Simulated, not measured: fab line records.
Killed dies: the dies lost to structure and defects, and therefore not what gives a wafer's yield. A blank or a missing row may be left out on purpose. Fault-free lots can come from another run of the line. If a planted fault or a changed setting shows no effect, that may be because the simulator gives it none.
Problem report, 8D (eight disciplines) form, completed by code || flow ritCmos || the parts of the form that need people (team, actions taken, sign-off) are left out

== 1. WHAT IS WRONG ==
NLDD_TW at RIT_NLDD_TW_MEAS_10 reads a mean of 2241 on 6 wafers of 2 lots; wafers without a fault read 2482 with a standard deviation of 22. That puts it -11 standard deviations away from the usual mean.
Earliest sighting: wafer L662.1 on filmMetro-04 at day 6 01:02. The record holds 42 wafers of 14 lots with a number at this step. By rule, "out" or "out of limits" means more than 4 standard deviations away from the usual mean. The rest of the wafers with a number are treated as sound.

== 2. WHAT IT IS, WHAT IT ISN'T ==
{"question": "which readings at this step", "is": "NLDD_TW", "is not": "-"}
{"question": "which lots", "is": "L662, L666", "is not": "L647, L648, L650, L653, L654, L655, L656, L659, L661, L663, L669, L670"}
{"question": "which wafers of those lots", "is": "all that have a number", "is not": "-"}
{"question": "read on which gauges", "is": "filmMetro-04", "is not": "filmMetro-01, filmMetro-03"}
{"question": "when", "is": "from day 6 01:02", "is not": "up to then (27 sound wafers); but 9 sound wafers of L663, L669, L670 came after"}

== 3. SUSPECTS, AND WHAT RULES EACH OUT ==
Counting: a tool at any process step up to the reading remains a suspect when it ran all the lots that are out and ran no sound lot after the first of those.
- the gauge at RIT_NLDD_TW_MEAS_10 is ruled out. All the wafers that are out were read on filmMetro-04, but those of them that RIT_NLDD_IMPLANT_08 has rows for are out there too, on other tools.
- implanter-04 at RIT_NLDD_IMPLANT_08: kept. It processed each lot that is out, first L662 at day 6 00:43, and no sound lot thereafter; up to then, the last sound lot it processed was L659 at day 5 07:58. On those wafers its own readings are out: tiltDeg.
- plasmaAsher-02 at RIT_NLDD_STRIP_09 (strips in O2, time 180 s): ruled out as a lasting fault. Sound lots L670 ran on it after its first lot that is out, L662 (day 6 00:52).
The count leaves implanter-04 at RIT_NLDD_IMPLANT_08.

== 4. THE CAUSE (what the simulator had put in) ==
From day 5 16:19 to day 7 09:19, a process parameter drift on implanter-04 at RIT_NLDD_IMPLANT_08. Setting tiltDeg shifted by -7 from 7. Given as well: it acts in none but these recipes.
After counting, this tool was the only one left.

== 5. THE CHAIN OF EFFECTS, in route order ==
Each row: a reading whose mean over the struck wafers that have a number lies more than 3 standard deviations from the usual. Scope: only readings with a usual standard deviation given in the record; hours: median across lots of the time from each lot's start at the first step in this table that gives one to its start at this step; sigmas: change in usual standard deviations.
{"hours": 0, "step": "RIT_NLDD_IMPLANT_08", "reading": "tiltDeg", "usual": "7.001 degrees", "on struck wafers": 0.004, "change": -6.997, "sigmas": "-99 or more"}
{"hours": 0, "step": "RIT_NLDD_TW_MEAS_10", "reading": "NLDD_TW", "usual": 2482, "on struck wafers": 2241, "change": -241, "sigmas": -11}
{"hours": 8, "step": "RIT_SDANNEAL_RS_MEAS_07", "reading": "NLDD_RS", "usual": "151.6 ohm/sq", "on struck wafers": 142.5, "change": -9.1, "sigmas": -18}
It contains these process steps:
- RIT_NLDD_IMPLANT_08
Later measuring or inspecting steps at which every struck wafer that the step has a row for has a number for every such reading, and none has moved that far: RIT_CONTACT_CD_MEAS_08.

== 6. HOW IT WOULD HAVE BEEN CAUGHT EARLIER ==
9 hours passed between the start of the fault at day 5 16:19 and the first reading out of limits at a measuring or inspecting step in this record, taken at day 6 01:02.
Tool's own readings at RIT_NLDD_IMPLANT_08, tiltDeg: out on all struck wafers the step has rows for; an alarm limit on them would have tripped on the first.
Of the lots that are out (2), L666 began RIT_NLDD_IMPLANT_08 on implanter-04 after day 6 01:02. Holding the tool at that time would have saved it.
